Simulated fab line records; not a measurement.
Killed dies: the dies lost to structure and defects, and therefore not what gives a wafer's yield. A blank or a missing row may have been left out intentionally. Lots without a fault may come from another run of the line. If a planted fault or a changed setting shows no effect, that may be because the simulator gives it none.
Struck lot and sound lot, side by side	flow berkeley cmos170	14 steps out of a route of 331
Sound: these wafers, L379.1, L379.4, L379.6. Wafers L383.1, L383.2, L383.4 were the ones struck. The cause is named last.
Per side, at each step with rows, come the tool, then ch with its chambers, and then its first start. Under that, the readings that differ: sound wafers	struck wafers	difference of the means	sigmas: that difference in standard deviations of wafers without a fault.
alike: same words and numbers on both sides, and readings whose means sit less than 2 such deviations apart. not compared: any withheld reading, any reading some wafer has no value for, any bound like >300 that may hide the same value, and any number with overlapping values for which the record gives no deviation.
The two part at a step that has a row with sigmas, a row that says differs or no value, or rows on one side only. When numbers do not overlap yet have no deviation, they are printed without sigmas and do not part them. A reading that every wafer of one side lacks parts them only if that side has two wafers or more.

first, 1 step without rows for these wafers: UCB170_CONTACT_SOFTBAKE_05 (time 60 s).
UCB170_CONTACT_STRIP_06: strips in O2.
  sound on plasma asher-03 ch 0,1, day 9 10:50; struck on plasma asher-02 ch 0,1, day 10 12:41
  alike: drypump motor current A, oes product au, strip time to endpoint s
  not compared: rf hours counter h
then, 1 step without rows for these wafers: UCB170_CONTACT_CLEAN_07 (cleans in SPM, time 600 s).
UCB170_CONTACT_RTA_08: time 10 s.
  sound on rtp anneal-01 ch 0, day 9 11:10; struck on rtp anneal-01 ch 0, day 10 12:57
  alike: lamp power pct, wafer_temp_C_max
then, 6 steps without rows for these wafers: UCB170_CONTACT_COAT_09; UCB170_CONTACT_COAT_10 (resist thk 900 nm); UCB170_CONTACT_SOFTBAKE_11 (time 60 s); UCB170_CONTACT_EXPOSE_12 (exposes mask CONT, target cd 700 nm); UCB170_CONTACT_PEB_13; UCB170_CONTACT_DEVELOP_14 (develop time 45 s).
UCB170_CONTACT_CD_MEAS_15: target cd 700 nm.
  sound: cd sem-01 at day 9 13:10; struck: cd sem-02 at day 10 13:59
  alike: cd nm
UCB170_CONTACT_OVL_MEAS_16:
  sound: overlay-01 at day 9 13:17; struck: overlay-01 at day 10 14:06
  alike: CONTACT_OVL
UCB170_CONTACT_ETCH_17: etches BARC in N2/H2.
  sound on rie diel-02 ch 0,2,3, day 9 13:19; struck on rie diel-01 ch 1,2, day 10 14:08
reading	sound	struck	difference	sigmas
oes product au (a.u.)	1.006 0.970 1.023	0.884 0.880 0.884	-0.117	-7
  alike: bias w, drypump motor current A, throttle valve pct
UCB170_CONTACT_ETCH_18: etches PSG in CHF3/CF4/Ar, stops on TiSi2, target depth 840 nm, time 195 s.
  sound on rie diel-02 ch 0,2,3; struck on rie diel-01 ch 1,2
  alike: CHF3_flow_sccm, cf4 flow sccm, drypump motor current A, oes product au, throttle valve pct
  not compared: rf hours counter h

WHERE THEY PART
Only at UCB170_CONTACT_ETCH_17, within this record. Later steps at which nothing parts them and some readings are alike: UCB170_CONTACT_ETCH_18.

WHY: what had been put in by the simulator
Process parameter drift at UCB170_CONTACT_ETCH_17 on rie diel-01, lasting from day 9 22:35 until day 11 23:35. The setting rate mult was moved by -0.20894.
